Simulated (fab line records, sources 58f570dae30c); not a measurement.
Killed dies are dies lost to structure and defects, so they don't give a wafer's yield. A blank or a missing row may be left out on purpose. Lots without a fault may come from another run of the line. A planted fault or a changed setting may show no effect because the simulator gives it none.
Tool commonality check | flow berkeley_cmos170 | 14 lots, 48 wafers sampled

WHY IT WAS OPENED
At UCB170_PVT_TW_MEAS_09 the reading PVT_TW is flagged on 2 of 14 lots. Wafers without a fault read 508, standard deviation 4.1.
Rule: a lot is flagged when every wafer of it that has a number lies more than 4 standard deviations from that mean, or none has a number. The other lots count as sound.

lot  | measured     | on            | PVT_TW, wafer by wafer  | flag
L924 | day 6 01:12  | film_metro-03 | 503 504 502             |
L925 | day 6 02:04  | film_metro-01 | 506 509 510             |
L926 | day 6 18:16  | film_metro-03 | 502 502 504             |
L931 | day 7 13:38  | film_metro-01 | 508 508 511             |
L930 | day 7 21:50  | film_metro-03 | 563 566 565 566 567 563 | FLAGGED
L936 | day 8 10:30  | film_metro-04 | 570 573 575 573 576 570 | FLAGGED
L937 | day 9 12:35  | film_metro-04 | 514 514 513             |
L939 | day 10 01:01 | film_metro-04 | 511 514 513             |
L942 | day 10 05:01 | film_metro-04 | 512 512 512             |
L943 | day 11 02:43 | film_metro-04 | 511 510 515             |
L944 | day 11 06:46 | film_metro-04 | 514 512 511             |
L947 | day 11 14:32 | film_metro-01 | 506 510 507             |
L946 | day 11 14:51 | film_metro-03 | 502 505 506             |
L945 | day 11 15:05 | film_metro-04 | 512 513 507             |
The numbers of the flagged lots are 569 on average: +61 against the usual, or +15 standard deviations.

WHICH TOOL RAN EACH LOT
The record holds 2 process steps before the reading, out of a route of 331 steps. In each cell: the tool, then ch and the chambers that the sampled wafers went through, then the start.
lot  | flag    | UCB170_NVT_STRIP_08                  | UCB170_PVT_IMPLANT_07
L924 |         | plasma_asher-03 ch 0,1, day 5 21:55  | implanter-04 ch 0, day 6 00:57
L925 |         | plasma_asher-04 ch 0,1, day 5 21:56  | implanter-04 ch 0, day 6 01:50
L926 |         | plasma_asher-02 ch 0,1, day 6 15:17  | implanter-01 ch 0, day 6 18:01
L931 |         | plasma_asher-04 ch 0,1, day 7 11:48  | implanter-04 ch 0, day 7 13:26
L930 | FLAGGED | plasma_asher-03 ch 0,1, day 7 19:33  | implanter-01 ch 0, day 7 21:37
L936 | FLAGGED | plasma_asher-04 ch 0,1, day 8 08:29  | implanter-01 ch 0, day 8 10:15
L937 |         | plasma_asher-03 ch 0,1, day 9 10:41  | implanter-04 ch 0, day 9 12:19
L939 |         | plasma_asher-04 ch 0,1, day 9 22:04  | implanter-03 ch 0, day 10 00:46
L942 |         | plasma_asher-02 ch 0,1, day 10 03:20 | implanter-03 ch 0, day 10 04:42
L943 |         | plasma_asher-02 ch 0,1, day 11 00:13 | implanter-01 ch 0, day 11 02:29
L944 |         | plasma_asher-03 ch 0,1, day 11 04:05 | implanter-01 ch 0, day 11 06:32
L947 |         | plasma_asher-04 ch 0,1, day 11 11:46 | implanter-04 ch 0, day 11 14:17
L946 |         | plasma_asher-04 ch 0,1, day 11 12:31 | implanter-04 ch 0, day 11 14:37
L945 |         | plasma_asher-03 ch 0,1, day 11 12:43 | implanter-03 ch 0, day 11 14:51
What these steps do:
- UCB170_NVT_STRIP_08: strips in O2.
- UCB170_PVT_IMPLANT_07
- UCB170_PVT_TW_MEAS_09

FLAGGED OVER TOTAL, TOOL BY TOOL (the gauges that took the reading come last)
step                  | tool            | lots run | flagged | share of the flagged lots | sound lots run after its first flagged lot
UCB170_NVT_STRIP_08   | plasma_asher-02 | 3        | 0       | none                      | -
UCB170_NVT_STRIP_08   | plasma_asher-03 | 5        | 1       | some                      | 3 (L937,L944,L945)
UCB170_NVT_STRIP_08   | plasma_asher-04 | 6        | 1       | some                      | 3 (L939,L947,L946)
UCB170_PVT_IMPLANT_07 | implanter-01    | 5        | 2       | all                       | 2 (L943,L944)
UCB170_PVT_IMPLANT_07 | implanter-03    | 3        | 0       | none                      | -
UCB170_PVT_IMPLANT_07 | implanter-04    | 6        | 0       | none                      | -
UCB170_PVT_TW_MEAS_09 | film_metro-01   | 3        | 0       | none                      | -
UCB170_PVT_TW_MEAS_09 | film_metro-03   | 4        | 1       | some                      | 1 (L946)
UCB170_PVT_TW_MEAS_09 | film_metro-04   | 7        | 1       | some                      | 6 (L937,L939,L942,L943,L944,L945)

WHAT THE TABLE ALLOWS
1 row of the table ran every flagged lot: implanter-01 at UCB170_PVT_IMPLANT_07.
- implanter-01 at UCB170_PVT_IMPLANT_07: 2 of its 5 lots flagged. Sound lots ran on it after the first flagged one (L943, L944), which a lasting fault on the whole tool wouldn't allow. Its own readings lie more than 4 standard deviations out on every wafer of the flagged lots: dose_ions_cm2, faraday_current_uA.
No row of the table ran every flagged lot and no sound lot after the first.

WHAT THE SIMULATOR HAD PUT IN
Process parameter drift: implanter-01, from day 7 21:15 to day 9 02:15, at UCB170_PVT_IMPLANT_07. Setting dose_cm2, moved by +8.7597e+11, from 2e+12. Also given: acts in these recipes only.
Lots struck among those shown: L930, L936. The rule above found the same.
